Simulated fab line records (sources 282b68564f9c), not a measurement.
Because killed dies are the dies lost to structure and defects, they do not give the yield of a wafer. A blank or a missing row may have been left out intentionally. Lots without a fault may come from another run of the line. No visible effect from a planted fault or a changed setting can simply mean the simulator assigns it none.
fab line records	flow ritCmos
record: lots: 14	wafers: 42	lastDay: 7
route steps=202 shown GATE@97 NSD@137 SDANNEAL@156 PSD@157 PLDD@159 M1@185
lots untouched by any fault: they come from a run of this same line in which no faults occurred
startH: hours from the record's first day to the start of the lot's first wafer shown	waitH: hours since the lot's step before	" same as the row above	L1.1+2: one row covering several wafers at once	- no value, or no start given	* or withheld: withheld	< > ~ a bound
route shown NAME@n: names a module that has steps shown in the file, with the first one's number in the route	usual: mean and standard deviation over wafers with no fault	same: alike in all rows	chamber/n: place in a boat	sites: per-site readings	_std_site: the standard deviation of these	_edge_site: mean of outer sites minus mean of inner sites	radiusMm: how far each site lies from the wafer's centre	mask NAME#n: copy n	behind: the most recent tool/chamber to have shaped the wafer	hold: the reason the lot was held/the length of the hold in hours/how it ended	device: the n, p or np transistor that did not switch	end of line: the same wafers' tests at the end of the route	step lacking rows: just its recipe	killed: at the first sort, the dies lost to defects and structure; wafer yield is something else	map: per-die view of a wafer (x killed, . not killed, _ where there is no die)
set.NAME: the run value of the setting; set.NAME@STEP: its run value at that earlier step	model.NAME: the simulator's own value behind a step, which no gauge read
route steps across a sampled set of lots; one table per step, one row per wafer
== steps ==
step: RIT_GATE_CD_MEAS_90
recipe: targetCdNm: 150
usual: cdNm: 150.4/2.6
lot.wafer	tool	chamber	startH	waitH	cdNm
L950.2	cdSem-02	-	37.65	0.1	150.9
L950.3	"	-	"	"	149.2
L950.5	"	-	"	"	151.9
L952.2	cdSem-02	-	52.51	0.2	146.1
L952.5	"	-	"	"	147.7
L952.6	"	-	"	"	146.7
L953.1	cdSem-02	-	52.83	0.1	152.5
L953.4	"	-	"	"	151.9
L953.5	"	-	"	"	152.4
L954.1	cdSem-02	-	64.84	0.2	150.5
L954.2	"	-	"	"	152.7
L954.5	"	-	"	"	154.5
L956.2	cdSem-02	-	66.31	0.1	147.4
L956.4	"	-	"	"	146.6
L956.6	"	-	"	"	148.2
L957.1	cdSem-02	-	72.78	0.1	156.3
L957.3	"	-	"	"	156.9
L957.6	"	-	"	"	157.0
L958.2	cdSem-02	-	78.65	0.1	153.1
L958.3	"	-	"	"	150.3
L958.4	"	-	"	"	151.8
L959.2	cdSem-02	-	87.62	0.1	149.7
L959.3	"	-	"	"	146.2
L959.6	"	-	"	"	148.3
L960.1	cdSem-02	-	88.51	0.1	147.7
L960.3	"	-	"	"	150.4
L960.4	"	-	"	"	149.6
L963.1	cdSem-02	-	102.60	0.1	147.7
L963.3	"	-	"	"	146.6
L963.6	"	-	"	"	144.3
L968.1	cdSem-01	-	126.65	0.1	151.7
L968.2	"	-	"	"	153.1
L968.6	"	-	"	"	151.6
L970.2	cdSem-01	-	137.61	0.1	151.3
L970.4	"	-	"	"	150.2
L970.5	"	-	"	"	149.9
L971.1	cdSem-02	-	143.22	0.1	150.1
L971.2	"	-	"	"	150.7
L971.4	"	-	"	"	149.8
L973.3	cdSem-01	-	153.55	0.1	148.5
L973.5	"	-	"	"	149.6
L973.6	"	-	"	"	152.2
step: RIT_NSD_OVL_MEAS_06
usual: NSD_OVL: -0.3/1.7
lot.wafer	tool	chamber	startH	waitH	NSD_OVL[nm]
L950.2	overlay-02	-	49.88	-	-1.2
L950.3	"	-	"	"	-0.5
L950.5	"	-	"	"	0.2
L952.2	overlay-01	-	62.35	-	0.7
L952.5	"	-	"	"	0.2
L952.6	"	-	"	"	0.8
L953.1	overlay-02	-	62.47	-	-2.2
L953.4	"	-	"	"	-1.4
L953.5	"	-	"	"	-3.4
L954.1	overlay-02	-	75.76	-	-1.7
L954.2	"	-	"	"	-1.7
L954.5	"	-	"	"	-1.5
L956.2	overlay-02	-	78.63	-	0.7
L956.4	"	-	"	"	-0.5
L956.6	"	-	"	"	1.8
L957.1	overlay-02	-	82.35	-	-0.9
L957.3	"	-	"	"	0.3
L957.6	"	-	"	"	-0.8
L958.2	overlay-01	-	88.98	-	-0.9
L958.3	"	-	"	"	-0.8
L958.4	"	-	"	"	-0.9
L959.2	overlay-02	-	97.20	-	-2.0
L959.3	"	-	"	"	-0.1
L959.6	"	-	"	"	-0.7
L960.1	overlay-02	-	98.34	-	-1.5
L960.3	"	-	"	"	-2.4
L960.4	"	-	"	"	-1.9
L963.1	overlay-01	-	112.24	-	-1.6
L963.3	"	-	"	"	-2.7
L963.6	"	-	"	"	-1.5
L968.1	overlay-02	-	136.69	-	-3.3
L968.2	"	-	"	"	-1.5
L968.6	"	-	"	"	-3.8
L970.2	overlay-01	-	148.46	-	0.8
L970.4	"	-	"	"	-0.7
L970.5	"	-	"	"	1.1
L971.1	overlay-01	-	153.72	-	5.3
L971.2	"	-	"	"	5.2
L971.4	"	-	"	"	3.8
L973.3	overlay-01	-	163.21	-	0.5
L973.5	"	-	"	"	1.5
L973.6	"	-	"	"	1.1
step: RIT_SDANNEAL_RTA_03
recipe: tempC: 1050	timeS: 5	idleTempC: 600	rampUpCPerS: 342	rampDownCPerS: 171	coolToC: 600	ambient: N2
usual: wafer_temp_C_max: 1053.3/0.96
lot.wafer	tool	chamber	startH	waitH	wafer_temp_C_max
L950.2	rtpAnneal-01	0	52.72	0.0	1053.3
L950.3	"	0	"	"	1053.5
L950.5	"	0	"	"	1053.9
L952.2	rtpAnneal-01	0	64.98	0.0	1054.8
L952.5	"	0	"	"	1055.7
L952.6	"	0	"	"	1054.0
L953.1	rtpAnneal-02	0	65.40	0.0	1053.3
L953.4	"	0	"	"	1053.2
L953.5	"	0	"	"	1054.2
L954.1	rtpAnneal-01	0	78.26	0.0	1053.1
L954.2	"	0	"	"	1051.7
L954.5	"	0	"	"	1052.4
L956.2	rtpAnneal-01	0	81.05	0.0	1053.2
L956.4	"	0	"	"	1055.2
L956.6	"	0	"	"	1052.8
L957.1	rtpAnneal-02	0	84.83	0.0	1054.2
L957.3	"	0	"	"	1053.1
L957.6	"	0	"	"	1052.9
L958.2	rtpAnneal-01	0	91.47	0.0	1054.0
L958.3	"	0	"	"	1052.2
L958.4	"	0	"	"	1054.5
L959.2	rtpAnneal-02	0	99.77	0.0	1052.0
L959.3	"	0	"	"	1055.4
L959.6	"	0	"	"	1051.9
L960.1	rtpAnneal-01	0	100.83	0.0	1052.1
L960.3	"	0	"	"	1052.6
L960.4	"	0	"	"	1052.6
L963.1	rtpAnneal-02	0	114.74	0.0	1053.7
L963.3	"	0	"	"	1053.5
L963.6	"	0	"	"	1053.5
L968.1	rtpAnneal-01	0	139.05	0.0	1052.8
L968.2	"	0	"	"	1053.7
L968.6	"	0	"	"	1052.5
L970.2	rtpAnneal-01	0	151.12	0.0	1053.9
L970.4	"	0	"	"	1052.7
L970.5	"	0	"	"	1053.0
L971.1	rtpAnneal-02	0	156.08	0.0	1053.1
L971.2	"	0	"	"	1053.6
L971.4	"	0	"	"	1053.5
L973.3	rtpAnneal-02	0	165.69	0.0	1053.9
L973.5	"	0	"	"	1053.2
L973.6	"	0	"	"	1054.9
step: RIT_SDANNEAL_RS_MEAS_04
recipe: thkMeasGauge: four-point-probe
usual: PSD_RS: 115.93/0.29
lot.wafer	tool	chamber	startH	waitH	PSD_RS[ohm/sq]
L950.2	filmMetro-02	-	52.79	0.1	115.99
L950.3	"	-	"	"	116.03
L950.5	"	-	"	"	116.40
L952.2	filmMetro-03	-	65.05	0.1	115.86
L952.5	"	-	"	"	116.40
L952.6	"	-	"	"	116.16
L953.1	filmMetro-04	-	65.46	0.0	115.87
L953.4	"	-	"	"	116.16
L953.5	"	-	"	"	116.15
L954.1	filmMetro-04	-	78.32	0.0	115.37
L954.2	"	-	"	"	116.08
L954.5	"	-	"	"	115.85
L956.2	filmMetro-02	-	81.12	0.1	115.54
L956.4	"	-	"	"	116.00
L956.6	"	-	"	"	116.09
L957.1	filmMetro-02	-	84.89	0.0	116.01
L957.3	"	-	"	"	115.75
L957.6	"	-	"	"	115.82
L958.2	filmMetro-02	-	91.54	0.1	115.94
L958.3	"	-	"	"	115.53
L958.4	"	-	"	"	115.55
L959.2	filmMetro-03	-	99.84	0.1	116.58
L959.3	"	-	"	"	116.35
L959.6	"	-	"	"	116.44
L960.1	filmMetro-04	-	100.89	0.0	115.28
L960.3	"	-	"	"	115.64
L960.4	"	-	"	"	115.55
L963.1	filmMetro-02	-	114.80	0.0	116.12
L963.3	"	-	"	"	115.76
L963.6	"	-	"	"	116.05
L968.1	filmMetro-03	-	139.11	0.0	96.29
L968.2	"	-	"	"	96.43
L968.6	"	-	"	"	96.14
L970.2	filmMetro-02	-	151.19	0.1	96.57
L970.4	"	-	"	"	95.92
L970.5	"	-	"	"	96.35
L971.1	filmMetro-03	-	156.14	0.0	115.84
L971.2	"	-	"	"	115.82
L971.4	"	-	"	"	115.86
L973.3	filmMetro-03	-	165.77	0.1	116.57
L973.5	"	-	"	"	116.19
L973.6	"	-	"	"	116.53
step: RIT_SDANNEAL_RS_MEAS_05
recipe: thkMeasGauge: four-point-probe
usual: NSD_RS: 84.45/0.27
lot.wafer	tool	chamber	startH	waitH	NSD_RS[ohm/sq]
L950.2	filmMetro-02	-	52.91	0.1	84.59
L950.3	"	-	"	"	84.88
L950.5	"	-	"	"	84.90
L952.2	filmMetro-03	-	65.17	0.1	84.61
L952.5	"	-	"	"	84.77
L952.6	"	-	"	"	84.72
L953.1	filmMetro-04	-	65.58	0.1	84.48
L953.4	"	-	"	"	84.33
L953.5	"	-	"	"	84.32
L954.1	filmMetro-04	-	78.44	0.1	84.53
L954.2	"	-	"	"	84.68
L954.5	"	-	"	"	84.57
L956.2	filmMetro-02	-	81.24	0.1	84.47
L956.4	"	-	"	"	85.05
L956.6	"	-	"	"	84.80
L957.1	filmMetro-02	-	85.01	0.1	84.38
L957.3	"	-	"	"	84.31
L957.6	"	-	"	"	84.39
L958.2	filmMetro-02	-	91.66	0.1	84.38
L958.3	"	-	"	"	84.40
L958.4	"	-	"	"	84.17
L959.2	filmMetro-03	-	99.96	0.1	84.76
L959.3	"	-	"	"	84.71
L959.6	"	-	"	"	84.68
L960.1	filmMetro-04	-	101.01	0.1	83.78
L960.3	"	-	"	"	83.91
L960.4	"	-	"	"	84.00
L963.1	filmMetro-02	-	114.92	0.1	84.67
L963.3	"	-	"	"	84.68
L963.6	"	-	"	"	84.57
L968.1	filmMetro-03	-	139.23	0.1	83.89
L968.2	"	-	"	"	83.79
L968.6	"	-	"	"	83.79
L970.2	filmMetro-02	-	151.31	0.1	83.08
L970.4	"	-	"	"	83.21
L970.5	"	-	"	"	83.36
L971.1	filmMetro-03	-	156.26	0.1	84.53
L971.2	"	-	"	"	84.42
L971.4	"	-	"	"	84.26
L973.3	filmMetro-03	-	165.89	0.1	84.93
L973.5	"	-	"	"	84.82
L973.6	"	-	"	"	84.95
step: RIT_SDANNEAL_RS_MEAS_06
recipe: thkMeasGauge: four-point-probe
usual: PLDD_RS: 178.7/0.44
lot.wafer	tool	chamber	startH	waitH	PLDD_RS[ohm/sq]
L950.2	filmMetro-02	-	53.03	0.1	178.7
L950.3	"	-	"	"	178.7
L950.5	"	-	"	"	178.2
L952.2	filmMetro-03	-	65.29	0.1	179.1
L952.5	"	-	"	"	179.4
L952.6	"	-	"	"	179.0
L953.1	filmMetro-04	-	65.70	0.1	178.1
L953.4	"	-	"	"	178.7
L953.5	"	-	"	"	178.3
L954.1	filmMetro-04	-	78.56	0.1	178.3
L954.2	"	-	"	"	179.0
L954.5	"	-	"	"	179.1
L956.2	filmMetro-02	-	81.36	0.1	178.5
L956.4	"	-	"	"	178.4
L956.6	"	-	"	"	179.0
L957.1	filmMetro-02	-	85.13	0.1	178.4
L957.3	"	-	"	"	179.4
L957.6	"	-	"	"	178.1
L958.2	filmMetro-02	-	91.78	0.1	178.2
L958.3	"	-	"	"	178.2
L958.4	"	-	"	"	178.6
L959.2	filmMetro-03	-	100.08	0.1	179.4
L959.3	"	-	"	"	179.2
L959.6	"	-	"	"	179.3
L960.1	filmMetro-04	-	101.13	0.1	178.4
L960.3	"	-	"	"	178.2
L960.4	"	-	"	"	178.3
L963.1	filmMetro-02	-	115.04	0.1	179.3
L963.3	"	-	"	"	178.7
L963.6	"	-	"	"	179.2
L968.1	filmMetro-03	-	139.35	0.1	161.3
L968.2	"	-	"	"	161.3
L968.6	"	-	"	"	161.2
L970.2	filmMetro-02	-	151.43	0.1	161.4
L970.4	"	-	"	"	160.9
L970.5	"	-	"	"	161.5
L971.1	filmMetro-03	-	156.38	0.1	178.9
L971.2	"	-	"	"	179.0
L971.4	"	-	"	"	178.7
L973.3	filmMetro-03	-	166.01	0.1	179.5
L973.5	"	-	"	"	179.0
L973.6	"	-	"	"	179.4
step: RIT_M1_RS_MEAS_01
recipe: thkMeasGauge: four-point-probe	reads: Al_of_M1_SPUTTER_00
usual: M1_AL_RS: 0.0733/0.00099
lot.wafer	tool	chamber	startH	waitH	M1_AL_RS[ohm/sq]
L950.2	filmMetro-02	-	56.33	0.2	0.0742
L950.3	"	-	"	"	0.0739
L950.5	"	-	"	"	0.0744
L952.2	filmMetro-03	-	68.61	0.2	0.0724
L952.5	"	-	"	"	0.0720
L952.6	"	-	"	"	0.0717
L953.1	filmMetro-04	-	69.14	0.1	0.0752
L953.4	"	-	"	"	0.0745
L953.5	"	-	"	"	0.0742
L954.1	filmMetro-02	-	82.24	0.1	0.0731
L954.2	"	-	"	"	0.0733
L954.5	"	-	"	"	0.0731
L956.2	filmMetro-03	-	84.76	0.2	0.0745
L956.4	"	-	"	"	0.0758
L956.6	"	-	"	"	0.0742
L957.1	filmMetro-03	-	88.57	0.1	0.0725
L957.3	"	-	"	"	0.0732
L957.6	"	-	"	"	0.0728
L958.2	filmMetro-03	-	95.20	0.2	0.0752
L958.3	"	-	"	"	0.0736
L958.4	"	-	"	"	0.0739
L959.2	filmMetro-04	-	103.62	0.2	0.0735
L959.3	"	-	"	"	0.0738
L959.6	"	-	"	"	0.0732
L960.1	filmMetro-03	-	104.43	0.1	0.0741
L960.3	"	-	"	"	0.0745
L960.4	"	-	"	"	0.0741
L963.1	filmMetro-03	-	118.56	0.1	0.0742
L963.3	"	-	"	"	0.0736
L963.6	"	-	"	"	0.0737
L968.1	filmMetro-02	-	142.62	0.1	0.0722
L968.2	"	-	"	"	0.0720
L968.6	"	-	"	"	0.0723
L970.2	filmMetro-02	-	154.82	0.2	0.0732
L970.4	"	-	"	"	0.0731
L970.5	"	-	"	"	0.0725
L971.1	filmMetro-02	-	159.80	0.1	0.0733
L971.2	"	-	"	"	0.0728
L971.4	"	-	"	"	0.0731
L973.3	filmMetro-02	-	169.28	0.2	0.0729
L973.5	"	-	"	"	0.0736
L973.6	"	-	"	"	0.0734
step: RIT_M1_PROBE_99
usual: killedAtFrontEnd: 7/3.1	killedDies: 7/3.1	killedOpen: 3.5/2.2	killedShort: 3.3/1.9
same: grossDies: 264	killed_at_M0_to_M3: 0	killed_at_M4_up: 0	killedAtBackSide: 0	killedAtContacts: 0	killedAtOther: 0
lot.wafer	tool	chamber	startH	waitH	killedAtFrontEnd	killedDies	killedOpen	killedShort
L950.2	prober-02	-	60.38	0.1	9	9	3	6
L950.3	prober-02	-	60.43	0.2	5	5	4	1
L950.5	prober-02	-	60.53	0.2	7	7	4	3
L952.2	prober-02	-	72.49	0.1	7	7	2	5
L952.5	prober-02	-	72.64	0.2	9	9	3	6
L952.6	prober-02	-	72.69	0.2	9	9	2	7
L953.1	prober-01	-	73.02	0.1	6	6	3	3
L953.4	prober-01	-	73.17	0.2	5	5	2	3
L953.5	prober-01	-	73.22	0.2	5	5	4	1
L954.1	prober-01	-	86.27	0.1	1	1	1	0
L954.2	prober-01	-	86.32	0.1	2	2	1	1
L954.5	prober-01	-	86.47	0.2	6	6	3	3
L956.2	prober-01	-	88.68	0.1	13	13	11	2
L956.4	prober-01	-	88.78	0.2	3	3	3	0
L956.6	prober-01	-	88.88	0.2	10	10	4	6
L957.1	prober-02	-	93.58	0.1	8	8	2	6
L957.3	prober-02	-	93.68	0.2	4	4	1	3
L957.6	prober-02	-	93.83	0.2	5	5	1	4
L958.2	prober-01	-	99.13	0.1	4	4	2	2
L958.3	prober-01	-	99.18	0.2	8	8	5	3
L958.4	prober-01	-	99.23	0.2	8	8	4	4
L960.1	prober-01	-	108.51	0.1	6	6	5	1
L960.3	prober-01	-	108.61	0.2	4	4	2	2
L960.4	prober-01	-	108.66	0.2	10	10	6	4
L959.2	prober-02	-	108.56	0.1	7	7	2	5
L959.3	prober-02	-	108.61	0.2	8	8	3	5
L959.6	prober-02	-	108.76	0.2	5	5	4	1
L963.1	prober-02	-	122.35	0.1	6	6	4	2
L963.3	prober-02	-	122.45	0.2	3	3	1	2
L963.6	prober-02	-	122.60	0.2	7	7	4	3
L968.1	prober-01	-	146.64	0.1	1	1	0	1
L968.2	prober-01	-	146.69	0.1	4	4	3	1
L968.6	prober-01	-	146.89	0.2	10	10	5	5
L970.2	prober-01	-	158.57	0.1	11	11	9	2
L970.4	prober-01	-	158.67	0.2	9	9	3	6
L970.5	prober-01	-	158.72	0.2	12	12	8	4
L971.1	prober-02	-	163.65	0.1	2	2	1	1
L971.2	prober-02	-	163.70	0.1	8	8	6	2
L971.4	prober-02	-	163.80	0.2	6	6	2	4
L973.3	prober-01	-	173.65	0.2	8	8	4	4
L973.5	prober-01	-	173.75	0.2	6	6	3	3
L973.6	prober-01	-	173.80	0.2	3	3	2	1
killed by level:class
L950.2 GATE:geometricParticle:short=2 GATE:geometricParticle:open=2 SILICIDE:geometricParticle:short=2 FOX2:geometricParticle:short=1 REOX:geometricParticle:short=1 SILICIDE:geometricParticle:open=1
L950.3 SILICIDE:geometricParticle:open=3 GATE:geometricParticle:open=1 SILICIDE:geometricParticle:short=1
L950.5 GATE:geometricParticle:open=3 GATE:geometricParticle:short=2 SILICIDE:geometricParticle:open=1 SILICIDE:geometricParticle:short=1
L952.2 SILICIDE:geometricParticle:short=3 FOX1:geometricParticle:short=1 GATE:geometricParticle:short=1 REOX:geometricParticle:open=1 SPACER:geometricParticle:open=1
L952.5 FOX1:geometricParticle:open=2 FOX1:geometricParticle:short=2 GATE:geometricParticle:short=2 ACTIVE:geometricParticle:short=1 GATE:geometricParticle:open=1 REOX:geometricParticle:short=1
L952.6 SILICIDE:geometricParticle:short=3 FOX1:geometricParticle:short=2 FOX1:geometricParticle:open=1 GATE:geometricParticle:open=1 GATE:geometricParticle:short=1 REOX:geometricParticle:short=1
L953.1 FOX1:geometricParticle:open=2 FOX1:geometricParticle:short=1 GATE:geometricParticle:short=1 GATE:geometricParticle:open=1 REOX:geometricParticle:short=1
L953.4 FOX1:geometricParticle:short=1 REOX:geometricParticle:open=1 SPACER:geometricParticle:short=1 SPACER:geometricParticle:open=1 SILICIDE:geometricParticle:short=1
L953.5 GATE:geometricParticle:open=2 FOX1:geometricParticle:open=1 GATE:geometricParticle:short=1 SPACER:geometricParticle:open=1
L954.1 GATE:geometricParticle:open=1
L954.2 GATE:geometricParticle:short=1 REOX:geometricParticle:open=1
L954.5 GATE:geometricParticle:short=2 FOX2:geometricParticle:short=1 FOX2:geometricParticle:open=1 GATE:geometricParticle:open=1 SILICIDE:geometricParticle:open=1
L956.2 GATE:geometricParticle:open=6 FOX2:geometricParticle:open=2 SILICIDE:geometricParticle:short=2 FOX1:geometricParticle:open=1 REOX:geometricParticle:open=1 SILICIDE:geometricParticle:open=1
L956.4 ACTIVE:geometricParticle:open=1 GATE:geometricParticle:open=1 SILICIDE:geometricParticle:open=1
L956.6 GATE:geometricParticle:short=4 FOX2:geometricParticle:open=2 GATE:geometricParticle:open=2 FOX1:geometricParticle:short=1 SPACER:geometricParticle:short=1
L957.1 FOX1:geometricParticle:short=3 REOX:geometricParticle:open=2 REOX:geometricParticle:short=2 GATE:geometricParticle:short=1
L957.3 GATE:geometricParticle:short=2 SPACER:geometricParticle:open=1 SILICIDE:geometricParticle:short=1
L957.6 GATE:geometricParticle:short=2 REOX:geometricParticle:short=2 REOX:geometricParticle:open=1
L958.2 SILICIDE:geometricParticle:open=2 FOX1:geometricParticle:short=1 FOX2:geometricParticle:short=1
L958.3 SPACER:geometricParticle:open=2 SILICIDE:geometricParticle:short=2 FOX1:geometricParticle:open=1 REOX:geometricParticle:open=1 SPACER:geometricParticle:short=1 SILICIDE:geometricParticle:open=1
L958.4 GATE:geometricParticle:open=2 GATE:geometricParticle:short=2 ACTIVE:geometricParticle:open=1 REOX:geometricParticle:short=1 REOX:geometricParticle:open=1 SILICIDE:geometricParticle:short=1
L960.1 FOX1:geometricParticle:open=1 FOX2:geometricParticle:open=1 GATE:geometricParticle:short=1 GATE:geometricParticle:open=1 REOX:geometricParticle:open=1 SILICIDE:geometricParticle:open=1
L959.2 GATE:geometricParticle:short=4 GATE:geometricParticle:open=1 SPACER:geometricParticle:open=1 SILICIDE:geometricParticle:short=1
L959.3 SPACER:geometricParticle:short=3 GATE:geometricParticle:short=2 GATE:geometricParticle:open=2 FOX1:geometricParticle:open=1
L960.3 FOX1:geometricParticle:open=1 GATE:geometricParticle:open=1 GATE:geometricParticle:short=1 REOX:geometricParticle:short=1
L960.4 GATE:geometricParticle:open=4 GATE:geometricParticle:short=2 FOX1:geometricParticle:short=1 REOX:geometricParticle:open=1 SPACER:geometricParticle:open=1 SPACER:geometricParticle:short=1
L959.6 FOX1:geometricParticle:open=2 GATE:geometricParticle:open=2 FOX1:geometricParticle:short=1
L963.1 SPACER:geometricParticle:open=2 FOX1:geometricParticle:short=1 GATE:geometricParticle:short=1 GATE:geometricParticle:open=1 SILICIDE:geometricParticle:open=1
L963.3 FOX1:geometricParticle:short=1 REOX:geometricParticle:short=1 REOX:geometricParticle:open=1
L963.6 GATE:geometricParticle:open=3 GATE:geometricParticle:short=2 FOX1:geometricParticle:short=1 SILICIDE:geometricParticle:open=1
L968.1 FOX1:geometricParticle:short=1
L968.2 GATE:geometricParticle:open=2 FOX1:geometricParticle:short=1 REOX:geometricParticle:open=1
L968.6 SPACER:geometricParticle:short=3 GATE:geometricParticle:open=2 SPACER:geometricParticle:open=2 FOX2:geometricParticle:open=1 GATE:geometricParticle:short=1 REOX:geometricParticle:short=1
L970.2 GATE:geometricParticle:open=3 SILICIDE:geometricParticle:open=3 FOX2:geometricParticle:open=2 FOX2:geometricParticle:short=1 SPACER:geometricParticle:open=1 SILICIDE:geometricParticle:short=1
L970.4 SILICIDE:geometricParticle:short=4 FOX2:geometricParticle:open=1 GATE:geometricParticle:open=1 GATE:geometricParticle:short=1 SPACER:geometricParticle:short=1 SILICIDE:geometricParticle:open=1
L970.5 SILICIDE:geometricParticle:open=4 FOX1:geometricParticle:open=2 FOX2:geometricParticle:short=2 FOX2:geometricParticle:open=1 REOX:geometricParticle:open=1 REOX:geometricParticle:short=1 SILICIDE:geometricParticle:short=1
L971.1 GATE:geometricParticle:open=1 GATE:geometricParticle:short=1
L971.2 FOX1:geometricParticle:open=2 GATE:geometricParticle:open=2 REOX:geometricParticle:open=2 FOX2:geometricParticle:short=1 REOX:geometricParticle:short=1
L971.4 GATE:geometricParticle:short=2 REOX:geometricParticle:short=2 REOX:geometricParticle:open=2
L973.3 GATE:geometricParticle:short=3 REOX:geometricParticle:open=2 FOX2:geometricParticle:short=1 GATE:geometricParticle:open=1 SILICIDE:geometricParticle:open=1
L973.5 FOX1:geometricParticle:open=2 FOX1:geometricParticle:short=1 GATE:geometricParticle:short=1 GATE:geometricParticle:open=1 REOX:geometricParticle:short=1
L973.6 FOX1:geometricParticle:open=1 FOX2:geometricParticle:open=1 SILICIDE:geometricParticle:short=1
== key ==
firstSign: step: RIT_SDANNEAL_RS_MEAS_04	reading: PSD_RS	direction: down	sigmas: 69	usual: 115.93	struck: 96.28
effect: step: RIT_SDANNEAL_RS_MEAS_05	reading: NSD_RS	direction: down	sigmas: 3.4	usual: 84.45	struck: 83.52
effect: step: RIT_SDANNEAL_RS_MEAS_06	reading: PLDD_RS	direction: down	sigmas: 40	usual: 178.7	struck: 161.3
metAt RIT_SDANNEAL_RTA_03
struckLots L968,L970
testerLeftOut L968,L970
notActingAt RIT_GATE_CD_MEAS_90,RIT_NSD_OVL_MEAS_06,RIT_M1_RS_MEAS_01
onsetBetween 100.83 139.05
fault: kind: processParameterDrift	tool: rtpAnneal-01	chamber: -	onsetH: 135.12	steps: RIT_SDANNEAL_RTA_03	channel: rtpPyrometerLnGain	offset: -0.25	shape: step	endH: 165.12
testerLeftOut: of these lots the tester's yield and bins aren't shown, on N5 and GAA mostly nor the transistor test; their killed dies are dies lost to structure and defects alone, not to doping, threshold or leakage, so they don't give the yield
